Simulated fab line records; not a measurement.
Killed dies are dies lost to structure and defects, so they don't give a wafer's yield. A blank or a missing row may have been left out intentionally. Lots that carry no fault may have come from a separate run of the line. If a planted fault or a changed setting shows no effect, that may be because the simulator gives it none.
One fault through the eyes of 2 desks -- flow ritCmos -- each desk holds nothing but its own numbers, with what lay behind them at the end

## TOOL OWNER'S DESK, rieSi-01
The tool's own readings at RIT_GATE_ETCH_19 (etches poly-Si in SF6/CHF3/O2, stops on SiO2, time 165 s, target depth 312.5 nm): means of the sampled wafers that have a number, for each lot that ran on this tool. The brackets show how far a lot's mean lies from the usual mean; more than 4 standard deviations puts the lot out of limits, marked OUT.
Columns: A = drypumpMotorCurrentA at RIT_GATE_ETCH_19, usual 5.6 A; B = oesProductAu at RIT_GATE_ETCH_19, usual 0.868 a.u.; C = runLengthS at RIT_GATE_ETCH_19, usual 193.3 s; D = throttleValvePct at RIT_GATE_ETCH_19, usual 10.17 %
lot,first seen here,A,B,C,D
L529,day 2 19:13,6.4,0.866,193.1,10.03
L543,day 5 19:50,6.0,0.855,195.5 (+4.5) OUT,10.20
This desk finds L543 out of limits, L543 being first, at day 5 19:50 (runLengthS at RIT_GATE_ETCH_19). Within limits: L529.

## AT THE METROLOGY DESK
Lot by lot, what the gauges showed, no matter which tool ran the lot: averages of those sampled wafers that carry a number. The brackets show how far a lot's mean lies from the usual mean; more than 4 standard deviations puts the lot out of limits, marked OUT.
Columns: A = GATE_OXIDE_THK at RIT_GATE_THK_MEAS_07, usual 3.01 nm; B = GATE_POLY_THK at RIT_GATE_THK_MEAS_09, usual 256.2 nm; C = cdNm at RIT_GATE_CD_MEAS_16, usual 149.2 nm; D = GATE_OVL at RIT_GATE_OVL_MEAS_17, usual -0.6 nm
lot,first seen here,A,B,C,D
L529,day 2 16:08,3.06,255.3,147.4,-1.8
L532,day 3 07:28,3.08,253.6,153.4,0.2
L540,day 5 01:38,3.09,253.7,152.2,-1.5
L542,day 5 09:37,3.01,257.6,148.8,0.2
L543,day 5 16:50,2.99,257.4,147.9,-0.3
This desk's verdict: no lot among the 5 shows anything out of limits.

## PUT TOGETHER
At day 5 19:50, on L543, the tool owner's desk was in a position to raise an alarm.
Nothing out of limits was seen by the metrology desk.
The metrology desk holds a record of L543, inside its limits.
Of the lots named, all ran RIT_GATE_ETCH_19 on rieSi-01.

## WHAT THE SIMULATOR HAD INSERTED
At RIT_GATE_ETCH_19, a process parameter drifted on rieSi-01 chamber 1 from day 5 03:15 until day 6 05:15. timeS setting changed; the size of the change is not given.
Shown lots that were struck: L543.
Delay in hours, fault start to first out-of-limits reading, by desk: the tool owner's desk at 17.
